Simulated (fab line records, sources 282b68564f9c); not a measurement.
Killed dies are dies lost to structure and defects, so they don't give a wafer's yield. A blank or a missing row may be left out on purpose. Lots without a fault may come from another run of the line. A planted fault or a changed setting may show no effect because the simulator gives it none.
Tool commonality check | flow rit_cmos | 14 lots, 48 wafers sampled

WHY IT WAS OPENED
At RIT_NLDD_OVL_MEAS_06 the reading NLDD_OVL is flagged on 2 of 14 lots. Wafers without a fault read -0.7 nm, standard deviation 1.6.
Rule: a lot is flagged when every wafer of it that has a number lies more than 4 standard deviations from that mean, or none has a number. The other lots count as sound.

lot  | measured    | on         | NLDD_OVL (nm), wafer by wafer             | flag
L138 | day 2 19:47 | overlay-01 | -4.0 -3.2 -1.9                            |
L139 | day 2 22:15 | overlay-01 | 2.0 0.4 -1.5                              |
L140 | day 3 03:01 | overlay-01 | 0.5 -0.9 -0.9                             |
L141 | day 3 09:54 | overlay-01 | -2.3 -1.8 -2.5                            |
L143 | day 3 19:04 | overlay-01 | -0.5 -0.9 1.2                             |
L145 | day 4 06:46 | overlay-01 | -148.4 -148.6 -148.9 -147.6 -147.4 -148.3 | FLAGGED
L150 | day 5 06:51 | overlay-01 | -149.3 -149.4 -149.7 -148.0 -148.4 -148.0 | FLAGGED
L152 | day 5 19:11 | overlay-02 | 0.4 -0.3 0.5                              |
L153 | day 5 21:08 | overlay-01 | -3.7 -1.7 -5.2                            |
L154 | day 6 03:11 | overlay-02 | 1.8 2.6 2.7                               |
L156 | day 6 14:01 | overlay-01 | -3.4 -0.7 -2.1                            |
L157 | day 6 17:42 | overlay-02 | 0.4 -0.6 0.4                              |
L158 | day 6 21:36 | overlay-01 | 0.9 2.6 0.8                               |
L160 | day 7 10:32 | overlay-02 | -1.9 -0.9 -2.1                            |
The numbers of the flagged lots are -148.5 nm on average: -147.8 nm against the usual, or -92 standard deviations.

WHICH TOOL RAN EACH LOT
The record holds 1 process step before the reading, out of a route of 202 steps. In each cell: the tool, then ch and the chambers that the sampled wafers went through, then the start.
lot  | flag    | RIT_NLDD_EXPOSE_03
L138 |         | iline_stepper-02 ch 0, day 2 19:24
L139 |         | iline_stepper-02 ch 0, day 2 21:52
L140 |         | iline_stepper-01 ch 0, day 3 02:37
L141 |         | iline_stepper-01 ch 0, day 3 09:30
L143 |         | iline_stepper-01 ch 0, day 3 18:40
L145 | FLAGGED | iline_stepper-02 ch 0, day 4 06:23
L150 | FLAGGED | iline_stepper-02 ch 0, day 5 06:27
L152 |         | iline_stepper-01 ch 0, day 5 18:47
L153 |         | iline_stepper-01 ch 0, day 5 20:44
L154 |         | iline_stepper-01 ch 0, day 6 02:47
L156 |         | iline_stepper-01 ch 0, day 6 13:37
L157 |         | iline_stepper-01 ch 0, day 6 17:18
L158 |         | iline_stepper-01 ch 0, day 6 21:13
L160 |         | iline_stepper-01 ch 0, day 7 10:10
What these steps do:
- RIT_NLDD_EXPOSE_03: exposes mask M7, target cd 40700 nm.
- RIT_NLDD_OVL_MEAS_06

FLAGGED OVER TOTAL, TOOL BY TOOL (the gauges that took the reading come last)
step                 | tool             | lots run | flagged | share of the flagged lots | sound lots run after its first flagged lot
RIT_NLDD_EXPOSE_03   | iline_stepper-01 | 10       | 0       | none                      | -
RIT_NLDD_EXPOSE_03   | iline_stepper-02 | 4        | 2       | all                       | 0
RIT_NLDD_OVL_MEAS_06 | overlay-01       | 10       | 2       | all                       | 3 (L153,L156,L158)
RIT_NLDD_OVL_MEAS_06 | overlay-02       | 4        | 0       | none                      | -

WHAT THE TABLE ALLOWS
2 rows of the table ran every flagged lot: iline_stepper-02 at RIT_NLDD_EXPOSE_03, overlay-01 at RIT_NLDD_OVL_MEAS_06.
- iline_stepper-02 at RIT_NLDD_EXPOSE_03: 2 of its 4 lots flagged. Its last sound lot is L139 (day 2 21:52), its first flagged lot L145 (day 4 06:23): a fault that began between those two fits.
- overlay-01 at RIT_NLDD_OVL_MEAS_06: 2 of its 10 lots flagged. Sound lots ran on it after the first flagged one (L153, L156, L158), which a lasting fault on the whole tool wouldn't allow.
One tool is left: iline_stepper-02 at RIT_NLDD_EXPOSE_03.

WHAT THE SIMULATOR HAD PUT IN
Scanner matching overlay: iline_stepper-02, from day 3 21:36 on, at RIT_NLDD_EXPOSE_03. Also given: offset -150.
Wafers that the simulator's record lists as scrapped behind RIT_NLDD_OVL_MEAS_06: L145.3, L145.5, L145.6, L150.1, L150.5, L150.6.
Lots struck among those shown: L145, L150. The rule above found the same.
